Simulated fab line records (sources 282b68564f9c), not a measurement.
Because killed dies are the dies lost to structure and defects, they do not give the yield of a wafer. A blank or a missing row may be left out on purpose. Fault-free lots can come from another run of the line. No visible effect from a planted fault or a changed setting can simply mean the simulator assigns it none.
Split-lot experiment	flow rit-cmos	route with 202 steps; 5 lots, 23 wafers read

== THE SPLIT ITSELF ==
At RIT_GATE_CVD_08 (deposits poly-Si from SiH4, target thk 250 nm, time 2220 s), the setting pressure-mtorr was moved away from the recipe's 300 mTorr on 15 of the 23 wafers read, by -10.4% to +10.5%. The other wafers ran this setting at the recipe's value.

The file shows no step between the split and the reading.

== THE READING ==
GATE_POLY_THK (nm), taken at RIT_GATE_THK_MEAS_09. On this fab line, fault-free wafers typically give 249.9 nm with a standard deviation of 1.9 nm.

wafer	tool, chamber at the split	pressure-mtorr as run, mTorr	against the recipe	GATE_POLY_THK, nm	against lot-mates on the recipe
L078.1	-, -	268.8	-10.4%	237.0	no lot-mate on the recipe
L078.2	-, -	268.8	-10.4%	237.5	no lot-mate on the recipe
L078.3	-, -	268.8	-10.4%	236.9	no lot-mate on the recipe
L078.4	-, -	268.8	-10.4%	237.8	no lot-mate on the recipe
L078.5	-, -	268.8	-10.4%	236.6	no lot-mate on the recipe
L079.1	-, -	300	recipe	250.3	-
L079.2	-, -	300	recipe	251.4	-
L079.3	-, -	300	recipe	249.2	-
L079.5	-, -	300	recipe	250.5	-
L079.6	-, -	300	recipe	250.3	-
L081.3	lpcvd-01, 0	300	recipe	246.7	-
L081.4	lpcvd-01, 0	300	recipe	245.7	-
L081.6	lpcvd-01, 0	300	recipe	246.6	-
L082.1	-, -	331.5	+10.5%	263.5	no lot-mate on the recipe
L082.3	-, -	331.5	+10.5%	264.4	no lot-mate on the recipe
L082.4	-, -	331.5	+10.5%	263.6	no lot-mate on the recipe
L082.5	-, -	331.5	+10.5%	265.2	no lot-mate on the recipe
L082.6	-, -	331.5	+10.5%	264.4	no lot-mate on the recipe
L084.1	-, -	276.7	-7.8%	237.8	no lot-mate on the recipe
L084.2	-, -	276.7	-7.8%	237.2	no lot-mate on the recipe
L084.3	-, -	276.7	-7.8%	238.1	no lot-mate on the recipe
L084.5	-, -	276.7	-7.8%	236.6	no lot-mate on the recipe
L084.6	-, -	276.7	-7.8%	239.6	no lot-mate on the recipe

THE FIT
A straight line over all 23 wafers: GATE_POLY_THK changes by +1.34 nm for each +1% of pressure-mtorr; r = +0.99; the points scatter about the line by 1.8 nm.
Too few moved wafers have a lot-mate on the recipe to fit a line with each lot's own level taken away.

== THE WHOLE CHAIN: every reading that the file lists as answering this split, in the file's order ==
step	what it does	reading	change (the file's fit)	r (the file's)
RIT_GATE_CVD_08	deposits poly-Si from SiH4, target thk 250 nm, time 2220 s	poly-Si_of_GATE_CVD_08.thk-nm (the simulator's own value, which no gauge read)	+1.34 nm for each +1% of the setting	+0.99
RIT_GATE_THK_MEAS_09		GATE_POLY_THK	+1.34 for each +1% of the setting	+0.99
RIT_GATE_ETCH_19	etches poly-Si in SF6/CHF3/O2, stops on SiO2, time 165 s, target depth 312.5 nm	GATE.feature-depth-nm (the simulator's own value, which no gauge read)	+1.34 nm for each +1% of the setting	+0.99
RIT_GATE_ETCH_19	etches poly-Si in SF6/CHF3/O2, stops on SiO2, time 165 s, target depth 312.5 nm	etch.depth-nm (the simulator's own value, which no gauge read)	+1.34 nm for each +1% of the setting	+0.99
RIT_REOX_CLEAN_00	cleans in SC1, time 600 s	poly-Si_of_GATE_CVD_08.thk-nm (the simulator's own value, which no gauge read)	+1.4 nm for each +1% of the setting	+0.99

== FILE'S OWN FIT ==
GATE_POLY_THK changes by +1.34 nm for each +1% of pressure-mtorr, r = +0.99.
